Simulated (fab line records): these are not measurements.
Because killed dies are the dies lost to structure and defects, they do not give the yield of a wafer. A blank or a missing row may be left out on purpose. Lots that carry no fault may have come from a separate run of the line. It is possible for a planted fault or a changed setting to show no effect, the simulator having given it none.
The same fault as seen by 2 desks / flow berkeley-cmos170 / every desk sees just its own numbers, and what lay behind them comes last

DESK OF THE TOOL OWNER: pvd-sputter-01
The tool's own readings at UCB170_M2_SPUTTER_01 (material Al, target thk 900 nm, time 120 s): means of the sampled wafers that have a number, for each lot that ran on this tool. If a lot's mean is further than 4 standard deviations from the usual mean, the lot is out of limits and carries the mark OUT (the distance appears in the brackets).
Columns: A = cathode-dc-power-W at UCB170_M2_SPUTTER_01, usual 6000.1 W; B = throttle-valve-pct at UCB170_M2_SPUTTER_01, usual 30.1 %
lot=L959; first seen here=day 8 05:08; A=5999.8; B=30.0
lot=L966; first seen here=day 9 05:36; A=6000.0; B=29.0
lot=L965; first seen here=day 9 09:15; A=6001.1; B=29.6
lot=L972; first seen here=day 10 23:48; A=5844.4 (-99 or more) OUT; B=29.5
lot=L977; first seen here=day 11 14:38; A=5843.3 (-99 or more) OUT; B=29.7
Finding of this desk: L972, L977 out of limits; the first was L972 at day 10 23:48, on cathode-dc-power-W at UCB170_M2_SPUTTER_01. L959, L966, L965 stayed within limits.

METROLOGY DESK
Means of the sampled wafers that have a number, per lot and without regard to the tool the lot ran on: this is what the gauges read. If a lot's mean is further than 4 standard deviations from the usual mean, the lot is out of limits and carries the mark OUT (the distance appears in the brackets).
Columns: A = V2_POLISHED_THK at UCB170_V2_THK_MEAS_04, usual 1000.3 nm
lot=L958; first seen here=day 8 09:19; A=1001.2
lot=L959; first seen here=day 8 09:23; A=1000.1
lot=L961; first seen here=day 9 06:11; A=1002.2
lot=L960; first seen here=day 9 06:31; A=1000.6
lot=L966; first seen here=day 9 08:44; A=1001.0
lot=L967; first seen here=day 9 09:44; A=1000.9
lot=L965; first seen here=day 9 14:31; A=1001.1
lot=L970; first seen here=day 11 03:36; A=999.8
lot=L972; first seen here=day 11 04:25; A=1000.5
lot=L977; first seen here=day 11 20:58; A=998.3
lot=L978; first seen here=day 11 21:02; A=1000.7
lot=L980; first seen here=day 12 15:37; A=1001.2
lot=L981; first seen here=day 12 20:50; A=1001.1
lot=L976; first seen here=day 14 10:35; A=1001.0
This desk found nothing out of limits on any of the 14 lots.

BROUGHT TOGETHER
An alarm could have come from the tool owner's desk at day 10 23:48, on L972, L977.
Metrology desk: nothing out of limits seen.
The metrology desk holds a record of L972, L977, inside its limits.
All the named lots went through UCB170_M2_SPUTTER_01 on pvd-sputter-01.

WHAT THE SIMULATOR PUT IN
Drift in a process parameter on pvd-sputter-01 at UCB170_M2_SPUTTER_01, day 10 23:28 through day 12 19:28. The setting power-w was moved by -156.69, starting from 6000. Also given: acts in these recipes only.
Struck lots among those shown: L972, L977.
Hours from the fault's start to each desk's first reading out of limits: the tool owner's desk, 0.
